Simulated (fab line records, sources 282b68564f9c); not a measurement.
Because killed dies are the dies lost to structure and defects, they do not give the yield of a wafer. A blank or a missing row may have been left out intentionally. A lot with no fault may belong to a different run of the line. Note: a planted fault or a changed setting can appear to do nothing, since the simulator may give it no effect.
fab line records	flow rit-cmos
[record] lots = 7	wafers = 21	last-day = 7
route steps=202 shown CONTACT@172 M1@184
lots that met no fault: taken from a fault-free run of the same line
start-h: hours from the record's first day to the start of the lot's first wafer shown	wait-h: hours elapsed since this lot's preceding step	" repeats the value in the row above	L1.1+2: a single row standing in for several wafers	- no value, or no start was given	* or withheld: withheld	< > ~ a bound
route shown NAME@n: a module of which the file shows steps, and the number in the route of the first	usual: mean and standard deviation over wafers with no fault	same: alike in all rows	chamber/n: place in a boat	sites: per-site readings	_std_site: their standard deviation	_edge_site: mean of outer sites minus mean of inner sites	radius-mm: how far each site lies from the wafer's centre	mask NAME#n: copy n	behind: the last tool/chamber to shape the wafer	hold: what put the lot on hold/how long, in hours/how the hold closed	device: the transistor (n, p or np) that didn't switch	end of line: the same wafers' tests at the end of the route	step lacking rows: just its recipe	killed: not the wafer's yield, but the dies lost to structure and defects at the first sort	map: a wafer's dies, marking killed ones x, the rest . and places with no die _
set.NAME: the setting that was run; set.NAME@STEP: the one run at that earlier step	model.NAME: the simulator's own value behind a step, which no gauge read
lots at selected steps of the route; one table per step, one row per wafer
services: when a tool's chamber went out of use (start-h, in hours from the record's first day, below 0 if earlier), for how many hours, and the reason
[[steps]]
[step RIT_CONTACT_SOFTBAKE_04]
[recipe] resist = NOVOLAK	temp-c = 89.14	time-s = 60
[step RIT_CONTACT_EXPOSE_05]
[recipe] mask-id = M11	na = 0.6	source-shape = conventional	sigma-outer = 0.5	target-cd-nm = 1000	dose-mj = 250
[step RIT_CONTACT_PEB_06]
[recipe] resist = NOVOLAK	temp-c = withheld	time-s = withheld
[step RIT_CONTACT_DEVELOP_07]
[recipe] resist = NOVOLAK	develop-time-s = 120	dev-temp-c = 23
[step RIT_CONTACT_CD_MEAS_08]
[recipe] target-cd-nm = 1000
[usual] cd-nm = 1000.1/2.3
lot.wafer	tool	chamber	start-h	wait-h	cd-nm
L505.2	cd-sem-02	-	55.50	-	1001.4
L505.4	"	-	"	"	1001.3
L505.6	"	-	"	"	1002.0
L511.2	cd-sem-01	-	83.37	-	1000.7
L511.4	"	-	"	"	1000.5
L511.6	"	-	"	"	1000.6
L518.3	cd-sem-01	-	118.03	-	995.2
L518.4	"	-	"	"	997.0
L518.5	"	-	"	"	997.4
L522.1	cd-sem-02	-	135.51	-	998.2
L522.2	"	-	"	"	1000.6
L522.6	"	-	"	"	1000.1
L524.2	cd-sem-02	-	148.87	-	997.9
L524.4	"	-	"	"	998.1
L524.5	"	-	"	"	999.0
L526.2	cd-sem-01	-	156.91	-	999.7
L526.3	"	-	"	"	1000.5
L526.6	"	-	"	"	1000.1
L527.1	cd-sem-02	-	162.65	-	999.2
L527.4	"	-	"	"	1001.2
L527.5	"	-	"	"	1000.4
[step RIT_CONTACT_OVL_MEAS_09]
[usual] CONTACT_OVL = -0.1/1.4
lot.wafer	tool	chamber	start-h	wait-h	CONTACT_OVL[nm]
L505.2	overlay-02	-	55.61	0.1	2.6
L505.4	"	-	"	"	3.5
L505.6	"	-	"	"	3.8
L511.2	overlay-02	-	83.47	0.1	0.8
L511.4	"	-	"	"	2.5
L511.6	"	-	"	"	0.5
L518.3	overlay-01	-	118.12	0.1	0.8
L518.4	"	-	"	"	-1.0
L518.5	"	-	"	"	0.6
L522.1	overlay-02	-	135.63	0.1	-1.2
L522.2	"	-	"	"	-2.1
L522.6	"	-	"	"	-1.9
L524.2	overlay-02	-	148.97	0.1	-0.8
L524.4	"	-	"	"	-0.5
L524.5	"	-	"	"	-1.0
L526.2	overlay-01	-	157.02	0.1	-1.2
L526.3	"	-	"	"	-0.8
L526.6	"	-	"	"	1.4
L527.1	overlay-02	-	162.77	0.1	-1.6
L527.4	"	-	"	"	-1.5
L527.5	"	-	"	"	-0.8
[step RIT_CONTACT_HARDBAKE_10]
[recipe] resist = NOVOLAK	temp-c = 140	time-s = 60
[step RIT_CONTACT_ETCH_11]
[recipe] target-depth-a = 4800	over-etch-frac = 0.2	stop-on = TiSi2	chemistry = CHF3/CF4/Ar	target = SiO2	CHF3_flow_sccm = 50	cf4-flow-sccm = 10	Ar_flow_sccm = 100	O2_flow_sccm = 5	pressure-mtorr = 100	rf-w = 200	time-s = 320
[usual] drypump-motor-current-A = 5.7/0.5	oes-product-au = 0.988/0.019	throttle-valve-pct = 8.85/0.14
lot.wafer	tool	chamber	start-h	wait-h	drypump-motor-current-A	oes-product-au	rf-hours-counter-h	throttle-valve-pct
L505.2	rie-diel-02	0	55.79	0.1	5.9	0.971	101	8.66
L505.4	"	2	"	"	5.3	1.016	55	8.78
L505.6	"	1	"	"	5.9	0.991	-	8.83
L511.2	rie-diel-01	0	83.65	0.1	5.4	0.997	83	9.03
L511.4	"	3	"	"	5.7	0.987	14	8.69
L511.6	"	2	"	"	5.1	0.962	-	8.81
L518.3	rie-diel-03	0	118.30	0.1	6.2	0.989	23	8.92
L518.4	"	0	"	"	6.2	0.994	-	8.92
L518.5	"	3	"	"	6.5	0.982	-	8.65
L522.1	rie-diel-03	2	135.81	0.1	6.1	1.008	58	8.96
L522.2	"	0	"	"	6.2	0.993	24	8.92
L522.6	"	0	"	"	6.1	1.003	-	8.92
L524.2	rie-diel-03	1	149.15	0.1	6.1	0.982	1	9.02
L524.4	"	3	"	"	6.5	0.974	38	8.65
L524.5	"	3	"	"	6.5	0.978	-	8.66
L526.2	rie-diel-02	1	157.20	0.1	5.9	0.993	35	8.85
L526.3	"	0	"	"	5.9	0.983	103	8.67
L526.6	"	1	"	"	5.9	0.990	-	8.83
L527.1	rie-diel-02	1	162.96	0.1	5.9	0.990	35	8.84
L527.4	"	0	"	"	5.9	0.987	103	8.66
L527.5	"	2	"	"	5.3	1.015	-	8.82
[step RIT_CONTACT_STRIP_12]
[recipe] chemistry = O2	time-s = 180	resist = NOVOLAK	platen-temp-c = withheld	power-w = 500	pressure-mtorr = 4000	o2-flow-sccm = 4000
[usual] drypump-motor-current-A = 5.5/0.36
lot.wafer	tool	chamber	start-h	wait-h	drypump-motor-current-A	rf-hours-counter-h
L505.2	plasma-asher-03	0	55.98	0.1	4.8	41
L505.4	"	1	"	"	5.7	-
L505.6	"	0	"	"	4.8	-
L511.2	plasma-asher-02	0	83.85	0.1	5.3	45
L511.4	"	1	"	"	5.7	-
L511.6	"	1	"	"	5.8	-
L518.3	plasma-asher-03	0	118.55	0.2	4.8	-
L518.4	"	1	"	"	5.7	-
L518.5	"	0	"	"	4.8	-
L522.1	plasma-asher-03	1	136.01	0.1	5.7	51
L522.2	"	0	"	"	4.8	51
L522.6	"	0	"	"	4.8	-
L524.2	plasma-asher-04	0	149.35	0.1	5.8	3
L524.4	"	1	"	"	5.5	-
L524.5	"	0	"	"	5.8	-
L526.2	plasma-asher-03	0	157.40	0.1	4.8	53
L526.3	"	1	"	"	5.7	-
L526.6	"	1	"	"	5.7	-
L527.1	plasma-asher-04	0	163.15	0.1	5.8	5
L527.4	"	0	"	"	5.8	-
L527.5	"	0	"	"	5.7	-
[step RIT_CONTACT_CD_MEAS_90]
[recipe] target-cd-nm = 1000
[usual] cd-nm = 1000.2/2.3
lot.wafer	tool	chamber	start-h	wait-h	cd-nm
L505.2	cd-sem-02	-	56.18	0.1	1002.1
L505.4	"	-	"	"	1001.2
L505.6	"	-	"	"	1002.2
L511.2	cd-sem-01	-	84.04	0.1	1000.6
L511.4	"	-	"	"	1001.0
L511.6	"	-	"	"	1000.5
L518.3	cd-sem-01	-	118.71	0.1	995.7
L518.4	"	-	"	"	997.0
L518.5	"	-	"	"	997.3
L522.1	cd-sem-01	-	136.18	0.1	997.8
L522.2	"	-	"	"	1000.3
L522.6	"	-	"	"	1000.6
L524.2	cd-sem-01	-	149.54	0.1	997.6
L524.4	"	-	"	"	998.0
L524.5	"	-	"	"	998.8
L526.2	cd-sem-01	-	157.59	0.1	999.4
L526.3	"	-	"	"	1000.4
L526.6	"	-	"	"	999.7
L527.1	cd-sem-01	-	163.33	0.1	998.7
L527.4	"	-	"	"	1001.2
L527.5	"	-	"	"	1000.8
[step RIT_CONTACT_CLEAN_13]
[recipe] chemistry = SC1	mix = 3:3:50	time-s = 600	temp-c = 75
[step RIT_CONTACT_CLEAN_14]
[recipe] chemistry = SC2	mix = 3:3:50	time-s = 600	temp-c = 75	dry = n2-spin
[step RIT_M1_SPUTTER_00]
[recipe] material = Al	target-thk-nm = 400	power-w = 2000	chamber-pressure-pa = 0.4	gas = Ar	time-s = 500	substrate-temp-c = 25
[usual] cathode-dc-power-W = 2000.0/0.33	throttle-valve-pct = 29.8/0.82
lot.wafer	tool	chamber	start-h	wait-h	cathode-dc-power-W	throttle-valve-pct	model.Al_of_M1_SPUTTER_00.thk-nm
L505.2	pvd-sputter-04	-	56.63	0.0	2000.5	30.5	406.5
L505.4	"	-	"	"	1999.6	29.9	401
L505.6	"	-	"	"	2000.0	29.4	408.9
L511.2	pvd-sputter-03	-	84.67	0.0	2000.4	28.7	404.3
L511.4	"	-	"	"	2000.4	29.0	403.7
L511.6	"	-	"	"	2000.3	30.3	398.5
L518.3	pvd-sputter-02	-	119.14	0.0	1999.9	28.7	393.1
L518.4	"	-	"	"	1999.7	29.3	391.8
L518.5	"	-	"	"	2000.2	31.1	388.4
L522.1	pvd-sputter-02	-	136.67	0.0	2000.0	31.2	442.2
L522.2	"	-	"	"	2000.2	30.6	449.8
L522.6	"	-	"	"	2000.0	31.0	437.8
L524.2	pvd-sputter-02	-	150.01	0.0	2000.0	30.7	455.2
L524.4	"	-	"	"	2000.0	31.0	441.3
L524.5	"	-	"	"	2000.0	28.9	447.7
L526.2	pvd-sputter-02	-	158.04	0.0	1999.8	29.4	444.7
L526.3	"	-	"	"	2000.2	30.2	454.7
L526.6	"	-	"	"	1999.6	30.5	451.1
L527.1	pvd-sputter-03	-	163.85	0.0	2000.2	30.7	394.3
L527.4	"	-	"	"	2000.0	28.2	397.9
L527.5	"	-	"	"	2000.4	28.1	398.4
[step RIT_M1_RS_MEAS_01]
[recipe] thk-meas-gauge = four-point-probe	reads = Al_of_M1_SPUTTER_00
[usual] M1_AL_RS = 0.0734/0.0011
lot.wafer	tool	chamber	start-h	wait-h	M1_AL_RS[ohm/sq]
L505.2	film-metro-02	-	56.94	0.2	0.0722
L505.4	"	-	"	"	0.0731
L505.6	"	-	"	"	0.0719
L511.2	film-metro-01	-	84.98	0.2	0.0726
L511.4	"	-	"	"	0.0728
L511.6	"	-	"	"	0.0736
L518.3	film-metro-02	-	119.47	0.2	0.0747
L518.4	"	-	"	"	0.0749
L518.5	"	-	"	"	0.0754
L522.1	film-metro-02	-	136.96	0.1	0.0663
L522.2	"	-	"	"	0.0651
L522.6	"	-	"	"	0.0670
L524.2	film-metro-03	-	150.32	0.2	0.0644
L524.4	"	-	"	"	0.0664
L524.5	"	-	"	"	0.0654
L526.2	film-metro-01	-	158.35	0.2	0.0659
L526.3	"	-	"	"	0.0644
L526.6	"	-	"	"	0.0649
L527.1	film-metro-01	-	164.14	0.1	0.0746
L527.4	"	-	"	"	0.0739
L527.5	"	-	"	"	0.0737
[step RIT_M1_THK_MEAS_02]
[recipe] thk-meas-gauge = xrf	reads = Al_of_M1_SPUTTER_00
[usual] M1_AL_THK = 396/6.4
lot.wafer	tool	chamber	start-h	wait-h	M1_AL_THK[nm]
L505.2	film-metro-02	-	57.05	0.1	399
L505.4	"	-	"	"	395
L505.6	"	-	"	"	402
L511.2	film-metro-01	-	85.09	0.1	401
L511.4	"	-	"	"	402
L511.6	"	-	"	"	397
L518.3	film-metro-02	-	119.57	0.1	389
L518.4	"	-	"	"	387
L518.5	"	-	"	"	383
L522.1	film-metro-02	-	137.08	0.1	438
L522.2	"	-	"	"	445
L522.6	"	-	"	"	432
L524.2	film-metro-03	-	150.43	0.1	452
L524.4	"	-	"	"	437
L524.5	"	-	"	"	446
L526.2	film-metro-01	-	158.46	0.1	441
L526.3	"	-	"	"	451
L526.6	"	-	"	"	447
L527.1	film-metro-01	-	164.26	0.1	391
L527.4	"	-	"	"	393
L527.5	"	-	"	"	393
[step RIT_M1_HMDS_03]
[recipe] prime-time-s = 60	prime-temp-c = 140
[step RIT_M1_COAT_04]
[recipe] resist = NOVOLAK	spin-rpm = 2000	resist-thk-nm = 1300
[step RIT_M1_SOFTBAKE_05]
[recipe] resist = NOVOLAK	temp-c = 90	time-s = 60
[step RIT_M1_EXPOSE_06]
[recipe] mask-id = M12	na = 0.6	source-shape = conventional	sigma-outer = 0.5	target-cd-nm = 2600	dose-mj = 253
[step RIT_M1_PEB_07]
[recipe] resist = NOVOLAK	temp-c = withheld	time-s = withheld
[step RIT_M1_DEVELOP_08]
[recipe] resist = NOVOLAK	develop-time-s = 68	dev-temp-c = 23
[step RIT_M1_CD_MEAS_09]
[recipe] target-cd-nm = 2600
[usual] cd-nm = 2599.3/2.2
lot.wafer	tool	chamber	start-h	wait-h	cd-nm
L505.2	cd-sem-01	-	58.31	-	2595.7
L505.4	"	-	"	"	2595.3
L505.6	"	-	"	"	2596.8
L511.2	cd-sem-02	-	86.17	-	2599.7
L511.4	"	-	"	"	2598.1
L511.6	"	-	"	"	2599.7
L518.3	cd-sem-01	-	120.66	-	2601.4
L518.4	"	-	"	"	2598.1
L518.5	"	-	"	"	2601.1
L522.1	cd-sem-02	-	138.15	-	2601.1
L522.2	"	-	"	"	2600.3
L522.6	"	-	"	"	2601.6
L524.2	cd-sem-02	-	151.46	-	2603.4
L524.4	"	-	"	"	2602.2
L524.5	"	-	"	"	2601.0
L526.2	cd-sem-02	-	159.41	-	2600.4
L526.3	"	-	"	"	2599.8
L526.6	"	-	"	"	2600.8
L527.1	cd-sem-02	-	165.20	-	2601.1
L527.4	"	-	"	"	2597.5
L527.5	"	-	"	"	2601.9
[step RIT_M1_OVL_MEAS_10]
[usual] M1_OVL = 0.7/1.3
lot.wafer	tool	chamber	start-h	wait-h	M1_OVL[nm]
L505.2	overlay-02	-	58.42	0.1	0.1
L505.4	"	-	"	"	-1.5
L505.6	"	-	"	"	-1.4
L511.2	overlay-02	-	86.27	0.1	-0.1
L511.4	"	-	"	"	-1.3
L511.6	"	-	"	"	-0.5
L518.3	overlay-02	-	120.75	0.1	-1.2
L518.4	"	-	"	"	-0.3
L518.5	"	-	"	"	0.8
L522.1	overlay-01	-	138.27	0.1	2.2
L522.2	"	-	"	"	2.2
L522.6	"	-	"	"	0.5
L524.2	overlay-01	-	151.57	0.1	0.9
L524.4	"	-	"	"	0.4
L524.5	"	-	"	"	2.4
L526.2	overlay-02	-	159.52	0.1	-1.5
L526.3	"	-	"	"	0.0
L526.6	"	-	"	"	0.8
L527.1	overlay-01	-	165.32	0.1	1.1
L527.4	"	-	"	"	-0.2
L527.5	"	-	"	"	-1.4
[step RIT_M1_HARDBAKE_11]
[recipe] resist = NOVOLAK	temp-c = 140	time-s = 120
[step RIT_M1_METAL_ETCH_12]
[recipe] stop-on = SiO2	chemistry = Cl2/BCl3	target = Al	time-s = 165	over-etch-frac = 0.5	pressure-mtorr = 100	target-depth-a = 6000	rf-w = 250	Cl2_flow_sccm = 60	bcl3-flow-sccm = 50
[usual] drypump-motor-current-A = 5.7/0.45	oes-product-au = 0.772/0.0088	throttle-valve-pct = 8.34/0.11
lot.wafer	tool	chamber	start-h	wait-h	drypump-motor-current-A	oes-product-au	rf-hours-counter-h	throttle-valve-pct
L505.2	rie-metal-02	0	58.70	0.2	5.9	0.775	36	8.34
L505.4	"	0	"	"	5.9	0.771	-	8.37
L505.6	"	1	"	"	5.4	0.788	-	8.26
L511.2	rie-metal-02	0	86.55	0.2	5.9	0.767	36	8.37
L511.4	"	1	"	"	5.4	0.778	-	8.27
L511.6	"	1	"	"	5.4	0.777	-	8.26
L518.3	rie-metal-01	1	121.08	0.2	5.8	0.771	-	8.41
L518.4	"	0	"	"	6.5	0.764	-	8.20
L518.5	"	1	"	"	5.8	0.761	-	8.39
L522.1	rie-metal-04	0	138.57	0.2	5.1	0.815	3	8.52
L522.2	"	1	"	"	5.5	0.825	4	8.28
L522.6	"	0	"	"	5.1	0.806	-	8.53
L524.2	rie-metal-04	0	151.85	0.2	5.1	0.830	3	8.54
L524.4	"	0	"	"	5.1	0.821	-	8.55
L524.5	"	0	"	"	5.1	0.820	-	8.54
L526.2	rie-metal-02	0	159.80	0.2	6.0	0.836	0	8.35
L526.3	"	1	"	"	5.4	0.820	-	8.27
L526.6	"	1	"	"	5.4	0.819	-	8.27
L527.1	rie-metal-04	0	165.61	0.2	5.0	0.761	4	8.54
L527.4	"	1	"	"	5.5	0.768	-	8.30
L527.5	"	0	"	"	5.0	0.761	-	8.54
[step RIT_M1_STRIP_13]
[recipe] chemistry = nmp	resist = NOVOLAK	temp-c = 80	time-s = 600	dry = n2-spin
[step RIT_M1_PROBE_99]
[usual] defect-limited-yield = 97.3/1.2	killed-at-contacts = 0.1/0.31	killed-at-front-end = 7/3.2	killed-dies = 7/3.2	killed-open = 3.6/2.1	killed-short = 3.5/2.1	sort_bin_3_pad_short = 0.1/0.21	sort_bin_5_function = 1.6/0.88	sort_bin_6_memory = 1.0/0.66	sort-n-pass = 257/3.2	sort-yield-pct = 97.3/1.2
[same] gross-dies = 264	killed_at_M0_to_M3 = 0	killed_at_M4_up = 0	killed-at-back-side = 0	killed-at-other = 0
lot.wafer	tool	chamber	start-h	wait-h	defect-limited-yield[%]	killed-at-contacts	killed-at-front-end	killed-dies	killed-open	killed-short	sort_bin_3_pad_short[%]	sort_bin_5_function[%]	sort_bin_6_memory[%]	sort-n-pass	sort-yield-pct[%]	model.etest.m1.rs-ohm-sq
L505.2	prober-01	-	61.00	0.1	98.5	0	4	4	1	3	0	1.5	0	260	98.5	0.07117
L505.4	prober-01	-	61.10	0.2	98.1	0	5	5	3	2	0	1.5	0.4	259	98.1	0.07244
L505.6	prober-01	-	61.20	0.2	98.1	0	5	5	4	1	0	1.1	0.8	259	98.1	0.07096
L511.2	prober-02	-	88.87	0.1	98.1	0	5	5	3	2	0	0.8	1.1	259	98.1	0.0718
L511.4	prober-02	-	88.97	0.2	97.3	0	7	7	5	2	0	2.3	0.4	257	97.3	0.07168
L511.6	prober-02	-	89.07	0.2	95.8	0	11	11	5	6	0.4	1.5	2.3	253	95.8	0.07304
L518.3	prober-01	-	123.77	0.2	98.1	0	5	5	3	2	0	0.8	1.1	259	98.1	0.0742
L518.4	prober-01	-	123.82	0.2	97.7	0	6	6	5	1	0	0.8	1.5	258	97.7	0.07359
L518.5	prober-01	-	123.87	0.2	97.0	0	8	8	4	4	0	2.7	0.4	256	97.0	0.07534
L522.1	prober-01	-	140.82	0.1	99.2	0	2	2	1	1	0	0.8	0	262	99.2	0.06561
L522.2	prober-01	-	140.87	0.1	96.6	1	8	9	6	3	0	2.3	1.1	255	96.6	0.06466
L522.6	prober-01	-	141.07	0.2	97.0	0	8	8	2	6	0	1.5	1.5	256	97.0	0.06637
L524.2	prober-01	-	154.94	0.1	97.7	0	6	6	5	1	0	1.9	0.4	258	97.7	0.06355
L524.4	prober-01	-	155.04	0.2	97.7	0	6	6	2	4	0.4	1.5	0.4	258	97.7	0.06594
L524.5	prober-01	-	155.09	0.2	97.7	0	6	6	4	2	0	0.4	1.9	258	97.7	0.06528
L526.2	prober-01	-	162.17	0.1	97.3	0	7	7	2	5	0.4	1.5	0.8	257	97.3	0.06484
L526.3	prober-01	-	162.22	0.2	97.0	0	8	8	4	4	0	2.3	0.8	256	97.0	0.06345
L526.6	prober-01	-	162.37	0.2	97.3	0	7	7	4	3	0	1.9	0.8	257	97.3	0.06475
L527.1	prober-02	-	167.87	0.1	99.2	0	2	2	0	2	0	0.4	0.4	262	99.2	0.07383
L527.4	prober-02	-	168.02	0.2	97.0	0	8	8	3	5	0	2.7	0.4	256	97.0	0.07271
L527.5	prober-02	-	168.07	0.2	95.1	0	13	13	5	8	0.4	3.8	0.8	251	95.1	0.07293
// killed by level:class
L505.2 GATE:geometric-particle:short=2 FOX2:geometric-particle:open=1 FOX2:geometric-particle:short=1
L505.4 SPACER:geometric-particle:short=2 FOX1:geometric-particle:open=1 FOX2:geometric-particle:open=1 REOX:geometric-particle:open=1
L505.6 GATE:geometric-particle:open=3 REOX:geometric-particle:short=1 REOX:geometric-particle:open=1
L511.2 FOX1:geometric-particle:short=1 FOX2:geometric-particle:short=1 FOX2:geometric-particle:open=1 SPACER:geometric-particle:open=1 SILICIDE:geometric-particle:open=1
L511.4 FOX1:geometric-particle:open=3 FOX1:geometric-particle:short=1 GATE:geometric-particle:open=1 SPACER:geometric-particle:open=1 SILICIDE:geometric-particle:short=1
L511.6 FOX1:geometric-particle:open=2 GATE:geometric-particle:short=2 SPACER:geometric-particle:open=2 SILICIDE:geometric-particle:short=2 FOX1:geometric-particle:short=1 GATE:geometric-particle:open=1 REOX:geometric-particle:short=1
L518.3 GATE:geometric-particle:open=3 FOX1:geometric-particle:short=2
L518.4 FOX1:geometric-particle:open=2 GATE:geometric-particle:open=2 FOX2:geometric-particle:short=1 SPACER:geometric-particle:open=1
L518.5 GATE:geometric-particle:open=2 SPACER:geometric-particle:short=2 FOX2:geometric-particle:short=1 GATE:geometric-particle:short=1 REOX:geometric-particle:open=1 SPACER:geometric-particle:open=1
L522.1 GATE:geometric-particle:short=1 GATE:geometric-particle:open=1
L522.2 FOX1:geometric-particle:short=2 GATE:geometric-particle:open=2 REOX:geometric-particle:open=2 FOX2:geometric-particle:open=1 GATE:geometric-particle:short=1 CONTACT:geometric-particle:open=1
L522.6 GATE:geometric-particle:short=4 FOX1:geometric-particle:open=1 FOX1:geometric-particle:short=1 FOX2:geometric-particle:short=1 GATE:geometric-particle:open=1
L524.2 FOX1:geometric-particle:open=2 FOX2:geometric-particle:open=1 FOX2:geometric-particle:short=1 GATE:geometric-particle:open=1 SPACER:geometric-particle:open=1
L524.4 FOX1:geometric-particle:open=1 FOX1:geometric-particle:short=1 FOX2:geometric-particle:short=1 REOX:geometric-particle:short=1 SILICIDE:geometric-particle:open=1 SILICIDE:geometric-particle:short=1
L524.5 FOX1:geometric-particle:open=2 FOX1:geometric-particle:short=1 GATE:geometric-particle:short=1 SPACER:geometric-particle:open=1 SILICIDE:geometric-particle:open=1
L526.2 FOX1:geometric-particle:short=3 GATE:geometric-particle:short=1 GATE:geometric-particle:open=1 SILICIDE:geometric-particle:open=1 SILICIDE:geometric-particle:short=1
L526.3 GATE:geometric-particle:open=4 SILICIDE:geometric-particle:short=2 GATE:geometric-particle:short=1 SPACER:geometric-particle:short=1
L526.6 GATE:geometric-particle:short=2 FOX1:geometric-particle:open=1 GATE:geometric-particle:open=1 REOX:geometric-particle:open=1 SPACER:geometric-particle:short=1 SILICIDE:geometric-particle:open=1
L527.1 GATE:geometric-particle:short=2
L527.4 GATE:geometric-particle:short=4 GATE:geometric-particle:open=3 SPACER:geometric-particle:short=1
L527.5 REOX:geometric-particle:short=4 FOX1:geometric-particle:open=3 FOX1:geometric-particle:short=2 GATE:geometric-particle:open=1 SPACER:geometric-particle:short=1 SPACER:geometric-particle:open=1 SILICIDE:geometric-particle:short=1
[[services]]
tool	chamber	start-h	hours	kind
rie-diel-02	-	40.32	0.2	repair
pvd-sputter-03	-	46.65	8.4	repair
pvd-sputter-04	-	48.98	4.7	repair
plasma-asher-04	-	54.47	2.2	repair
pvd-sputter-04	-	58.62	0.5	repair
rie-diel-03	0	64.49	8.8	repair
rie-metal-04	-	64.87	0.9	repair
rie-diel-02	2	65.04	6.8	repair
pvd-sputter-03	-	65.27	1.1	repair
rie-diel-03	1	70.39	5.8	repair
pvd-sputter-04	-	72.06	4.4	repair
rie-diel-02	2	76.23	7.0	repair
rie-diel-03	3	98.50	4.9	repair
rie-diel-03	1	103.35	-	clean
rie-diel-03	1	103.35	17.5	scheduled-down
rie-diel-03	1	103.35	17.5	vent-cycle
rie-diel-01	-	103.56	0.9	repair
plasma-asher-04	-	108.75	9.0	pm
rie-metal-04	0	115.04	17.4	repair
rie-metal-04	1	121.73	6.4	repair
plasma-asher-02	-	122.05	2.1	repair
rie-metal-02	-	126.14	0.7	repair
rie-metal-02	-	136.12	20.0	pm
rie-metal-01	-	151.04	1.2	repair
[[key]]
[first-sign] step = RIT_M1_RS_MEAS_01	reading = M1_AL_RS	direction = down	sigmas = 7	usual = 0.0734	struck = 0.0655
[effect] step = RIT_M1_THK_MEAS_02	reading = M1_AL_THK	direction = up	sigmas = 7.3	usual = 396	struck = 443
[effect] step = RIT_M1_METAL_ETCH_12	reading = oes-product-au	direction = up	sigmas = 5.6	usual = 0.772	struck = 0.822
[model-effect] step = RIT_M1_SPUTTER_00	value = Al_of_M1_SPUTTER_00.thk-nm	without = 398.3	struck = 447.2
[model-effect] step = RIT_M1_PROBE_99	value = etest.m1.rs-ohm-sq	without = 0.07289	struck = 0.06494
met-at RIT_M1_SPUTTER_00
struck-wafers L522.1,L522.2,L522.6,L524.2,L524.4,L524.5,L526.2,L526.3,L526.6
onset-between 119.14 136.67
[fault] kind = process-parameter-drift	tool = pvd-sputter-02	chamber = -	onset-h = 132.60	steps = RIT_M1_SPUTTER_00	channel = target-thk-nm	offset = 48.831	shape = step	end-h = 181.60	stated = 400
